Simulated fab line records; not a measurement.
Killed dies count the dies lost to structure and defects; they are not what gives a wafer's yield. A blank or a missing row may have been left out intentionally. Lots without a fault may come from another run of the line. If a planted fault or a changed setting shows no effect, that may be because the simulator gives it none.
Which tool did it? ; flow berkeley_cmos170 ; Sampling: 13 lots, 39 wafers, 4 of 331 route steps

## WHAT THE GAUGES READ, wafer by wafer
UCB170_M3_BOW_MEAS_20.
lot;measured;on;M3_BOW (um)
L780;day 9 08:12;film_metro-03;44 33 21
L781;day 9 10:54;film_metro-03;22 32 34
L784;day 10 08:20;film_metro-02;35 38 30
L791;day 11 14:55;film_metro-04;35 41 35
L792;day 12 03:41;film_metro-04;41 34 34
L794;day 12 10:17;film_metro-02;35 36 44
L795;day 12 09:00;film_metro-02;35 33 46
L797;day 13 00:43;film_metro-04;29 28 43
L796;day 13 01:33;film_metro-03;41 46 43
L801;day 13 09:13;film_metro-02;43 39 50
L799;day 13 09:32;film_metro-04;35 36 44
L800;day 13 13:51;film_metro-04;30 39 32
L802;day 13 19:36;film_metro-03;37 32 40

## WHAT TOOL EACH LOT RAN ON (gives the tool, then ch and the chambers of the sampled wafers, and finally the start)
lot;UCB170_V1_CLEAN_05;UCB170_V2_CMP_02;UCB170_M3_STRIP_19
L780;wet_bench-01 ch 3, day 8 21:08;cmp-01 ch 0,1,3, day 9 01:46;plasma_asher-04 ch 0,1, day 9 07:58
L781;wet_bench-02 ch 3, day 8 22:46;cmp-01 ch 1,2,3, day 9 03:44;plasma_asher-03 ch 1, day 9 10:41
L784;wet_bench-02 ch 1, day 9 22:59;cmp-02 ch 1,2,3, day 10 03:38;plasma_asher-01 ch 0,1, day 10 08:07
L791;wet_bench-03 ch 3, day 11 04:21;cmp-01 ch 2,3, day 11 09:25;plasma_asher-01 ch 0,1, day 11 14:38
L792;wet_bench-01 ch 1, day 11 12:50;cmp-02 ch 1,3, day 11 17:37;plasma_asher-03 ch 0,1, day 12 03:27
L794;wet_bench-03 ch 0, day 11 21:40;cmp-02 ch 0,2,3, day 12 05:07;plasma_asher-04 ch 0,1, day 12 10:00
L795;wet_bench-03 ch 3, day 11 21:40;cmp-01 ch 1,2,3, day 12 04:11;plasma_asher-04 ch 0,1, day 12 08:46
L797;wet_bench-02 ch 0, day 12 13:14;cmp-01 ch 0,1,3, day 12 17:59;plasma_asher-04 ch 0,1, day 13 00:29
L796;wet_bench-02 ch 2, day 12 14:35;cmp-02 ch 2,3, day 12 19:23;plasma_asher-01 ch 0,1, day 13 01:19
L801;wet_bench-01 ch 1, day 12 22:08;cmp-02 ch 2,3, day 13 03:29;plasma_asher-04 ch 0,1, day 13 08:59
L799;wet_bench-03 ch 0, day 12 22:42;cmp-01 ch 0,2, day 13 03:47;plasma_asher-01 ch 1, day 13 09:19
L800;wet_bench-01 ch 1, day 13 02:34;cmp-02 ch 0,1,3, day 13 08:52;plasma_asher-01 ch 0,1, day 13 13:38
L802;wet_bench-01 ch 2, day 13 07:15;cmp-02 ch 0,2,3, day 13 12:24;plasma_asher-01 ch 0,1, day 13 19:22
- UCB170_V1_CLEAN_05: cleans in DIW.
- UCB170_V2_CMP_02: polishes SiO2.
- UCB170_M3_STRIP_19: strips in O2.

## WHAT THE TOOLS THEMSELVES READ (means of the sampled wafers that have a number; where no wafer has one, the mark that the record gives instead)
UCB170_V2_CMP_02.
lot;tool;head_pressure_psi (psi);motor_current_A (A);retaining_ring_pressure_frac
L780;cmp-01;6.005;16.2;0.996
L781;cmp-01;6.002;16.9;0.999
L784;cmp-02;5.998;17.3;1.002
L791;cmp-01;6.000;17.3;0.995
L792;cmp-02;6.006;17.1;1.002
L794;cmp-02;6.007;16.0;0.997
L795;cmp-01;6.008;16.6;0.996
L797;cmp-01;6.009;16.6;1.007
L796;cmp-02;5.994;16.4;0.996
L801;cmp-02;6.005;17.2;1.001
L799;cmp-01;5.997;17.0;0.996
L800;cmp-02;6.004;15.5;1.003
L802;cmp-02;5.991;15.8;0.998

UCB170_M3_STRIP_19.
lot;tool;drypump_motor_current_A (A);oes_product_au (a.u.)
L780;plasma_asher-04;5.4;0.552
L781;plasma_asher-03;5.5;0.548
L784;plasma_asher-01;6.3;0.543
L791;plasma_asher-01;6.2;0.539
L792;plasma_asher-03;5.5;0.554
L794;plasma_asher-04;5.4;0.554
L795;plasma_asher-04;5.4;0.557
L797;plasma_asher-04;5.4;0.558
L796;plasma_asher-01;6.3;0.533
L801;plasma_asher-04;5.7;0.554
L799;plasma_asher-01;6.2;0.527
L800;plasma_asher-01;6.3;0.558
L802;plasma_asher-01;6.3;0.541

## THE ANSWER, worked out from the rows above alone
Rule: what is usual is taken from the lots themselves. Put in order of their means at a reading, lots are off if they are a third of the lots or fewer, leave a main group of 4 or more, and stand apart from it by a gap of 3 or more times the standard deviation of the main group's means; of several such gaps the widest counts. A main group is skipped when, at the precision printed for the reading in the tables above, its means are all equal. Also off: a lot with no number at a reading for which 4 or more lots have one. The other lots that the step has rows for count as sound. The gauges are gone through in route order, then the tools' own readings, and for those a lot's mean is taken as printed above. The first step at which some lot is off is used, and at that step the reading that is off furthest; a lot without a number counts as furthest.
None of the lots is off at any reading shown; this tells nothing.

## WHAT HAD BEEN PUT IN BY THE SIMULATOR
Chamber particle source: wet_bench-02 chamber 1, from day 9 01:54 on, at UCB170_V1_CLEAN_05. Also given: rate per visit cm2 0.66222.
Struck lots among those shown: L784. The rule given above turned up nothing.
